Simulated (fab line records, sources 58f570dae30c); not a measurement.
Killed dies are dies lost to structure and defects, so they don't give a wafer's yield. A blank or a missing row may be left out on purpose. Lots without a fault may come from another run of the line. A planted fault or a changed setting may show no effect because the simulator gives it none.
Which tool did it? | flow berkeley_cmos170 | 15 lots, 45 wafers sampled, at 4 steps of a route of 331

WHAT THE GAUGES READ, wafer by wafer
UCB170_PWELL_THK_MEAS_06.
lot  | measured    | on            | PWELL_NITRIDE_THK (nm)
L750 | day 3 12:17 | film_metro-01 | 217.2 218.4 220.6
L751 | day 3 12:17 | film_metro-03 | 224.9 223.9 223.8
L753 | day 3 16:15 | film_metro-04 | 218.6 219.1 220.8
L754 | day 3 23:14 | film_metro-01 | 221.3 221.4 221.0
L755 | day 4 16:34 | film_metro-04 | 220.5 220.5 219.4
L760 | day 5 02:01 | film_metro-04 | 220.3 221.9 221.2
L765 | day 6 01:49 | film_metro-04 | 222.0 222.5 222.2
L764 | day 6 01:45 | film_metro-04 | 220.4 222.0 219.1
L766 | day 6 03:37 | film_metro-04 | 216.8 221.2 220.8
L767 | day 6 09:49 | film_metro-04 | 226.8 227.1 227.3
L769 | day 7 01:30 | film_metro-04 | 217.3 217.0 216.4
L770 | day 7 06:43 | film_metro-04 | 218.2 217.3 217.8

UCB170_PWELL_OVL_MEAS_13.
lot  | measured    | on         | PWELL_OVL (nm)
L750 | day 3 13:58 | overlay-01 | 1 -6 -10
L751 | day 3 14:10 | overlay-01 | 4 1 3
L753 | day 3 17:31 | overlay-01 | -2 -3 -6
L754 | day 4 00:16 | overlay-01 | -6 -3 -11
L755 | day 4 18:38 | overlay-02 | 1 3 -4
L760 | day 5 03:23 | overlay-02 | -3 -14 -9
L765 | day 6 03:57 | overlay-01 | -10 -10 -11
L764 | day 6 03:32 | overlay-02 | -7 -1 -8
L766 | day 6 05:28 | overlay-02 | 2 -11 -5
L767 | day 6 10:46 | overlay-01 | -7 -7 -4
L769 | day 7 02:52 | overlay-01 | -5 5 4
L770 | day 7 08:30 | overlay-02 | -3 2 2

UCB170_NVT_OVL_MEAS_06.
lot  | measured     | on         | NVT_OVL (nm)
L750 | day 6 06:20  | overlay-01 | 1 2 1
L751 | day 6 06:24  | overlay-02 | -4 -1 -1
L753 | day 6 05:47  | overlay-01 | -2 2 8
L754 | day 6 21:38  | overlay-01 | -7 -5 -9
L755 | day 7 05:13  | overlay-02 | -1 5 2
L760 | day 7 16:34  | overlay-01 | -2 11 8
L765 | day 8 18:20  | overlay-01 | -8 -3 -1
L764 | day 8 18:34  | overlay-02 | 4 3 6
L766 | day 8 17:50  | overlay-01 | -8 -1 -13
L767 | day 8 18:38  | overlay-02 | 2 -1 -2
L769 | day 9 23:56  | overlay-02 | 1 4 1
L770 | day 10 00:18 | overlay-02 | 6 3 2

WHICH TOOL RAN EACH LOT (tool, then ch and the chambers of the sampled wafers, then the start)
lot  | UCB170_NWELL_EXPOSE_09
L750 | krf_scanner-01 ch 0, day 2 13:50
L751 | krf_scanner-01 ch 0, day 2 18:04
L753 | krf_scanner-01 ch 0, day 2 23:15
L754 | krf_scanner-01 ch 0, day 3 06:13
L755 | krf_scanner-01 ch 0, day 3 14:58
L758 | krf_scanner-02, day 3 21:04
L757 | krf_scanner-01, day 3 21:16
L759 | krf_scanner-01, day 4 08:02
L760 | krf_scanner-01 ch 0, day 4 13:07
L765 | krf_scanner-01 ch 0, day 5 08:09
L764 | krf_scanner-01 ch 0, day 5 08:25
L766 | krf_scanner-02 ch 0, day 5 12:14
L767 | krf_scanner-01 ch 0, day 5 20:27
L769 | krf_scanner-02 ch 0, day 6 03:41
L770 | krf_scanner-01 ch 0, day 6 08:13
- UCB170_NWELL_EXPOSE_09: exposes mask NWELL, target cd 3000 nm.

WHAT THE TOOLS THEMSELVES READ (means of the sampled wafers that have a number; where no wafer has one, the mark that the record gives instead)
UCB170_NWELL_EXPOSE_09.
lot  | tool           | exposure_dose_mJ_cm2 | focus_offset_nm (nm)
L750 | krf_scanner-01 | 25.013               | -0.0
L751 | krf_scanner-01 | 24.999               | 0.5
L753 | krf_scanner-01 | 25.021               | -0.2
L754 | krf_scanner-01 | 25.013               | 0.0
L755 | krf_scanner-01 | 24.972               | 0.6
L758 | krf_scanner-02 | -                    | -
L757 | krf_scanner-01 | -                    | -
L759 | krf_scanner-01 | -                    | -
L760 | krf_scanner-01 | 25.007               | 0.3
L765 | krf_scanner-01 | 25.012               | 0.4
L764 | krf_scanner-01 | 24.986               | -0.0
L766 | krf_scanner-02 | 24.986               | 0.3
L767 | krf_scanner-01 | 25.017               | -0.0
L769 | krf_scanner-02 | 24.948               | 0.6
L770 | krf_scanner-01 | 25.001               | 0.3

THE ANSWER, worked out from the rows above alone
Rule: what is usual is taken from the lots themselves. Put in order of their means at a reading, lots are off if they are a third of the lots or fewer, leave a main group of 4 or more, and stand apart from it by a gap of 3 or more times the standard deviation of the main group's means; of several such gaps the widest counts. A main group whose means are all the same, to the digits that the tables above print for the reading, isn't used. A lot without any number at a reading at which 4 lots or more have one is off too. The other lots that the step has rows for count as sound. The gauges are gone through in route order, then the tools' own readings, and for those a lot's mean is taken as printed above. The first step at which some lot is off is used, and at that step the reading that is off furthest; a lot without a number counts as furthest.
Off: L758, L757, L759, at UCB170_NWELL_EXPOSE_09 (exposure_dose_mJ_cm2). Without a number there: L758, L757, L759. The main group: mean 24.998, standard deviation 0.021.
A tool fits if, at that step or a process step before it, it ran every lot that is off, and no sound lot after the first of them. None of those tried fits.

WHAT THE SIMULATOR HAD PUT IN
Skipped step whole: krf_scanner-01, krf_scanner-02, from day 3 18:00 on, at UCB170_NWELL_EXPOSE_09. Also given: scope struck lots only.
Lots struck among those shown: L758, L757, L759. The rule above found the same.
